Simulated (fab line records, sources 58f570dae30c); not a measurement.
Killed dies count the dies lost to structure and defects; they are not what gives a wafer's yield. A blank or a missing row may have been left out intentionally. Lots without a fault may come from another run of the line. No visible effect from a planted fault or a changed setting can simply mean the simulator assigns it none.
Which tool is to blame? -- flow berkeleyCmos170 -- Sampling: 13 lots, 39 wafers, 3 of 331 route steps

== WHAT THE GAUGES READ, wafer by wafer ==
UCB170_CONTACT_CD_MEAS_90 targets a cd of 700 nm.
lot,measured,on,cdNm (nm)
L319,day 9 01:53,cdSem-02,700.9 700.6 700.2
L320,day 9 11:47,cdSem-02,699.9 700.3 698.5
L321,day 9 13:07,cdSem-02,698.7 697.5 698.7
L322,day 10 01:37,cdSem-02,697.0 700.0 698.3
L323,day 10 01:38,cdSem-01,700.3 701.9 699.9
L324,day 10 01:52,cdSem-02,698.3 697.7 698.6
L326,day 10 15:49,cdSem-02,703.4 704.0 702.7
L328,day 10 16:31,cdSem-02,698.8 699.3 700.4
L330,day 11 08:54,cdSem-02,702.6 700.2 702.0
L336,day 11 23:07,cdSem-01,700.5 700.5 700.7
L337,day 12 08:17,cdSem-01,704.6 702.9 701.2
L338,day 12 08:27,cdSem-02,700.5 702.0 701.4
L339,day 12 21:55,cdSem-02,701.8 701.1 700.1

UCB170_M1_OVL_MEAS_10.
lot,measured,on,M1_OVL (nm)
L319,day 9 03:43,overlay-02,0 0 -4
L320,day 9 13:40,overlay-01,6 -1 5
L321,day 9 14:48,overlay-02,0 -1 1
L322,day 10 04:37,overlay-01,3 3 1
L323,day 10 04:26,overlay-01,-8 -1 0
L324,day 10 04:42,overlay-02,-3 -4 0
L326,day 10 17:25,overlay-02,-4 2 0
L328,day 10 19:02,overlay-01,1 -1 -4
L330,day 11 12:44,overlay-02,8 10 7
L336,day 12 00:58,overlay-01,0 2 0
L337,day 12 11:51,overlay-01,5 4 2
L338,day 12 12:04,overlay-02,3 1 4
L339,day 13 00:55,overlay-01,-1 5 0

UCB170_V1_BOW_MEAS_03.
lot,measured,on,V1_BOW (um)
L319,day 9 06:24,filmMetro-02,27 20 20
L320,day 9 16:04,filmMetro-01,25 14 14
L321,day 9 17:25,filmMetro-02,19 19 13
L322,day 10 08:05,filmMetro-01,12 14 12
L323,day 10 06:44,filmMetro-01,9 25 16
L324,day 10 08:04,filmMetro-03,20 22 19
L326,day 10 19:43,filmMetro-01,18 28 26
L328,day 10 21:19,filmMetro-03,7 22 17
L330,day 11 15:02,filmMetro-01,28 30 20
L336,day 12 04:04,filmMetro-01,11 30 14
L337,day 12 14:08,filmMetro-02,17 7 21
L338,day 12 15:29,filmMetro-01,14 29 15
L339,day 13 03:13,filmMetro-03,27 20 16

== WHAT TOOL EACH LOT RAN ON (gives the tool, then ch and the chambers of the sampled wafers, and finally the start) ==
Before these readings, the record contains no process step.

== AS READ BY THE TOOLS THEMSELVES (means over the sampled wafers that have a number; for cases with no such wafer, the mark the record gives instead) ==
The record holds no such reading with a usual standard deviation.

== THE ANSWER, worked out from the rows above alone ==
Rule: the usual values come from the lots themselves. Put in order of their means at a reading, lots are off if they are a third of the lots or fewer, leave a main group of 4 or more, and stand apart from it by a gap of 3 or more times the standard deviation of the main group's means; of several such gaps the widest counts. A main group whose means are all the same, to the digits that the tables above print for the reading, isn't used. Also off: a lot with no number at a reading for which 4 or more lots have one. All remaining lots with rows at the step are treated as sound. The gauges are gone through in route order, then the tools' own readings, and for those a lot's mean is taken as printed above. The first step at which some lot is off is used, and at that step the reading that is off furthest; a lot without a number counts as furthest.
Across all readings shown, no lot is off: no conclusion can be drawn from this.

== WHAT THE SIMULATOR PUT IN ==
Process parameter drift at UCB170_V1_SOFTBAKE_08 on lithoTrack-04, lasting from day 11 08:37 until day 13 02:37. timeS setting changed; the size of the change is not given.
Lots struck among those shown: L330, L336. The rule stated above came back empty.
